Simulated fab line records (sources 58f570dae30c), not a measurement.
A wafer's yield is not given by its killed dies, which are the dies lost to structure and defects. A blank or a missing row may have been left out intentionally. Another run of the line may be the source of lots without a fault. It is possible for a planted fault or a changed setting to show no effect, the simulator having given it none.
Which tool was responsible? + flow berkeley cmos170 + Sampling: 14 lots, 42 wafers, 2 of 331 route steps

## WHAT THE GAUGES SHOWED, per wafer
UCB170_CONTACT_THK_MEAS_02.
| lot  | measured     | on            | CONTACT_PSG_THK (nm) |
|------|--------------|---------------|----------------------|
| L288 | day 6 14:05  | film metro-04 | 698 698 703          |
| L289 | day 6 18:31  | film metro-02 | 694 696 704          |
| L290 | day 7 07:14  | film metro-01 | 699 700 698          |
| L291 | day 7 07:14  | film metro-04 | 701 707 708          |
| L292 | day 7 07:55  | film metro-01 | 695 693 691          |
| L293 | day 7 16:06  | film metro-02 | 670 671 676          |
| L294 | day 7 16:33  | film metro-01 | 692 689 691          |
| L295 | day 7 17:52  | film metro-04 | 685 685 689          |
| L297 | day 8 09:44  | film metro-02 | 703 698 704          |
| L304 | day 10 11:09 | film metro-02 | 711 710 706          |
| L307 | day 10 15:36 | film metro-02 | 691 687 687          |
| L309 | day 11 01:19 | film metro-02 | 697 697 699          |
| L310 | day 11 12:15 | film metro-02 | 700 697 693          |
| L311 | day 12 01:46 | film metro-02 | 707 705 705          |

## EACH LOT AND THE TOOL THAT RAN IT (in order: tool; ch and the chambers of the sampled wafers; start)
| lot  | UCB170_CONTACT_CVD_01       |
|------|-----------------------------|
| L288 | lpcvd-02 ch 1, day 6 12:18  |
| L289 | lpcvd-01 ch 1, day 6 16:43  |
| L290 | lpcvd-01 ch 1, day 7 05:26  |
| L291 | lpcvd-01 ch 0, day 7 05:26  |
| L292 | lpcvd-02 ch 1, day 7 06:08  |
| L293 | lpcvd-02 ch 1, day 7 14:18  |
| L294 | lpcvd-01 ch 0, day 7 14:46  |
| L295 | lpcvd-02 ch 1, day 7 16:05  |
| L297 | lpcvd-01 ch 1, day 8 07:56  |
| L304 | lpcvd-01 ch 0, day 10 09:21 |
| L307 | lpcvd-01 ch 0, day 10 13:48 |
| L309 | lpcvd-02 ch 0, day 10 23:31 |
| L310 | lpcvd-02 ch 1, day 11 10:28 |
| L311 | lpcvd-01 ch 0, day 11 23:59 |
- UCB170_CONTACT_CVD_01: deposits PSG from SiH4/O2/PH3, target thk 700 nm, time 2820 s.

## WHAT THE TOOLS THEMSELVES READ (means of the sampled wafers that have a number; where no wafer has one, the mark that the record gives instead)
UCB170_CONTACT_CVD_01.
| lot  | tool     | ph3 flow sccm (sccm) | pressure mtorr (mTorr) | spike tc load C (C) |
|------|----------|----------------------|------------------------|---------------------|
| L288 | lpcvd-02 | 25.07                | 299.5                  | 474                 |
| L289 | lpcvd-01 | 24.99                | 300.4                  | 470                 |
| L290 | lpcvd-01 | 24.91                | 299.8                  | 469                 |
| L291 | lpcvd-01 | 24.96                | 299.6                  | 467                 |
| L292 | lpcvd-02 | 24.93                | 300.0                  | 475                 |
| L293 | lpcvd-02 | 19.96                | 300.7                  | 475                 |
| L294 | lpcvd-01 | 24.99                | 299.4                  | 468                 |
| L295 | lpcvd-02 | 19.97                | 299.5                  | 474                 |
| L297 | lpcvd-01 | 25.08                | 300.7                  | 470                 |
| L304 | lpcvd-01 | 25.08                | 301.0                  | 467                 |
| L307 | lpcvd-01 | 25.08                | 300.3                  | 467                 |
| L309 | lpcvd-02 | 25.05                | 300.2                  | 468                 |
| L310 | lpcvd-02 | 25.00                | 299.6                  | 475                 |
| L311 | lpcvd-01 | 25.12                | 300.5                  | 466                 |

## THE ANSWER, worked out from the rows above alone
Rule: what is usual is taken from the lots themselves. Put in order of their means at a reading, lots are off if they are a third of the lots or fewer, leave a main group of 4 or more, and stand apart from it by a gap of 3 or more times the standard deviation of the main group's means; of several such gaps the widest counts. If all means in a main group match to the digits the tables above print for the reading, that group is not used. Also off: a lot with no number at a reading for which 4 or more lots have one. All remaining lots with rows at the step are treated as sound. After the gauges, taken in route order, come the tools' own readings; for these a lot's mean is taken, as printed above. At the first step where some lot is off, the reading lying furthest off is the one used; lots without a number count as furthest.
Off: L293, L295 (UCB170_CONTACT_CVD_01, ph3 flow sccm). Main group: mean 25.02 sccm, sd 0.065.
If a tool, at that step or one of the process steps before it, ran each lot that is off and ran no sound lot following the first of them, it fits. None of those tried fits.

## WHAT WAS PUT IN BY THE SIMULATOR
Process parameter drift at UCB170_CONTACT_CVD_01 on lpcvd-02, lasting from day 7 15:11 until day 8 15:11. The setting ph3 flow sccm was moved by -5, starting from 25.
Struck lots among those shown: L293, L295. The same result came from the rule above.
